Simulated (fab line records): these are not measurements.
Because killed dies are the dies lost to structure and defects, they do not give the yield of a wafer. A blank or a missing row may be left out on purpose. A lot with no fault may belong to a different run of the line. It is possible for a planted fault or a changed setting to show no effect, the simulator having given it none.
8D (eight disciplines) problem report, filled in by code ; flow rit cmos ; the parts of the form that need people (team, actions taken, sign-off) are left out

1. WHAT IS WRONG
tilt deg at RIT_NRETRO_IMPLANT_08 reads a mean of 7.709 degrees on 6 wafers of 2 lots; wafers without a fault read 6.996 degrees with a standard deviation of 0.019. That is +38 standard deviations from the usual mean.
First seen on wafer L875.1, day 3 18:25, on implanter-03. The record holds 42 wafers of 14 lots with a number at this step. Rule for "out" (also "out of limits"): further than 4 standard deviations from the usual mean. Any other wafer with a number is counted as sound.

2. WHAT IT IS, WHAT IT ISN'T
question;is;is not
which readings at this step;tilt deg;-
which lots;L875, L876;L868, L869, L871, L872, L873, L874, L878, L882, L885, L886, L887, L891
which wafers of those lots;all that have a number;-
read on which tools;implanter-03;implanter-01, implanter-02
when;from day 3 18:25;"up to then (18 sound wafers); but 18 sound wafers of L878, L882, L885, L886, L887, L891 came after"

3. SUSPECTS, AND WHAT RULES EACH OUT
Counting: a tool at a process step up to the reading stays a suspect if it ran every lot that is out and no sound lot after the first of them.
- plasma asher-02 at RIT_ACTIVE_STRIP_14 (strips in O2, time 180 s): ruled out as a lasting fault. After its first lot that is out, L875 (day 3 03:41), sound lots L882, L891 ran on it.
- implanter-03 at RIT_NRETRO_IMPLANT_08: ruled out as a lasting fault. After its first lot that is out, L875 (day 3 18:25), sound lots L891 ran on it.
Left after counting: nothing in the record.

4. THE CAUSE (what the simulator had put in)
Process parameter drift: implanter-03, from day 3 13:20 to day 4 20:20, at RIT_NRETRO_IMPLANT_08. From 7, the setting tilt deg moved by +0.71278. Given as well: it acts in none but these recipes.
Counting ruled it out, wrongly.

5. THE EFFECT CHAIN, in route order
One row per reading whose mean, taken over the struck wafers that have a number, lies over 3 standard deviations from the usual. Scope: only readings with a usual standard deviation given in the record; hours: median across lots of the time from each lot's start at the first step in this table that gives one to its start at this step; sigmas: change in usual standard deviations.
hours;step;reading;usual;on struck wafers;change;sigmas
0;RIT_NRETRO_IMPLANT_08;tilt deg;6.996 degrees;7.709;+0.713;+38
Here are the process steps it includes:
- RIT_NRETRO_IMPLANT_08
At these later measuring or inspecting steps, every struck wafer for which the step has a row has a number for every such reading, and none has moved that far: RIT_PLDD_OVL_MEAS_06, RIT_CONTACT_THK_MEAS_01.

6. HOW IT WOULD HAVE BEEN CAUGHT EARLIER
5 hours passed between the start of the fault at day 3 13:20 and the first reading out of limits in this record, taken at day 3 18:25.
